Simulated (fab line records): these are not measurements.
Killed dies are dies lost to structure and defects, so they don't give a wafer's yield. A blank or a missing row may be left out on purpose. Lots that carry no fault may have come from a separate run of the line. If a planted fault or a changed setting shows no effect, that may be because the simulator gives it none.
One fault seen from 2 desks / flow berkeley cmos170 / every desk sees just its own numbers, and what lay behind them comes last

== METROLOGY DESK ==
Lot by lot, what the gauges showed, no matter which tool ran the lot: averages of those sampled wafers that carry a number. The brackets show how far a lot's mean lies from the usual mean; more than 4 standard deviations puts the lot out of limits, marked OUT.
Columns: A = cd nm at UCB170_M2_CD_MEAS_90, usual 699 nm
lot=L239; first seen here=day 9 01:49; A=698
lot=L244; first seen here=day 9 11:14; A=693
lot=L242; first seen here=day 9 16:19; A=698
lot=L241; first seen here=day 9 18:13; A=698
lot=L243; first seen here=day 9 18:31; A=697
lot=L246; first seen here=day 10 07:19; A=702
lot=L245; first seen here=day 10 07:46; A=699
lot=L248; first seen here=day 10 11:07; A=701
lot=L251; first seen here=day 11 07:37; A=700
lot=L250; first seen here=day 11 07:55; A=696
lot=L254; first seen here=day 11 23:56; A=683 (-4.4) OUT
lot=L259; first seen here=day 13 08:33; A=698
lot=L260; first seen here=day 13 08:33; A=698
lot=L262; first seen here=day 13 08:52; A=704
This desk's verdict: out of limits on L254, starting with L254 at day 11 23:56 (cd nm at UCB170_M2_CD_MEAS_90). L239, L244, L242, L241, L243, L246, L245, L248, L251, L250, L259, L260, L262 stayed within limits.

== TOOL OWNER'S DESK, rie metal-02 ==
The tool's own readings at UCB170_M2_METAL_ETCH_18 (etches Al in Cl2/BCl3, stops on SiO2, target depth 1170 nm, time 195 s): means of the sampled wafers that have a number, for each lot that ran on this tool. The brackets show how far a lot's mean lies from the usual mean; more than 4 standard deviations puts the lot out of limits, marked OUT.
Columns: A = bcl3 flow sccm at UCB170_M2_METAL_ETCH_18, usual 45.01 sccm; B = drypump motor current A at UCB170_M2_METAL_ETCH_18, usual 5.51 A; C = oes product au at UCB170_M2_METAL_ETCH_18, usual 0.864 a.u.; D = throttle valve pct at UCB170_M2_METAL_ETCH_18, usual 24.45 %
lot=L241; first seen here=day 9 17:54; A=44.76; B=5.22; C=0.851; D=24.40
lot=L246; first seen here=day 10 07:01; A=45.22; B=5.52; C=0.860; D=24.43
lot=L250; first seen here=day 11 07:38; A=44.98; B=5.42; C=0.859; D=24.42
lot=L254; first seen here=day 11 23:37; A=45.17; B=5.29; C=0.861; D=24.41
Result from this desk: across the 4 lots, nothing is out of limits.

== BROUGHT TOGETHER ==
On L254, the metrology desk was in a position to raise an alarm at day 11 23:56.
The tool owner's desk saw nothing out of limits.
Tool owner's desk: L254 on record, inside its limits.
The lots listed all ran UCB170_M2_METAL_ETCH_18 on rie metal-02.

== WHAT THE SIMULATOR HAD PUT IN ==
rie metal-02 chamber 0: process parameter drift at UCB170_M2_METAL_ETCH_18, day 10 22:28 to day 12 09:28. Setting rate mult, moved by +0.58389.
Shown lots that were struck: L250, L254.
Hours from the fault's start to each desk's first reading out of limits: the metrology desk, 25.
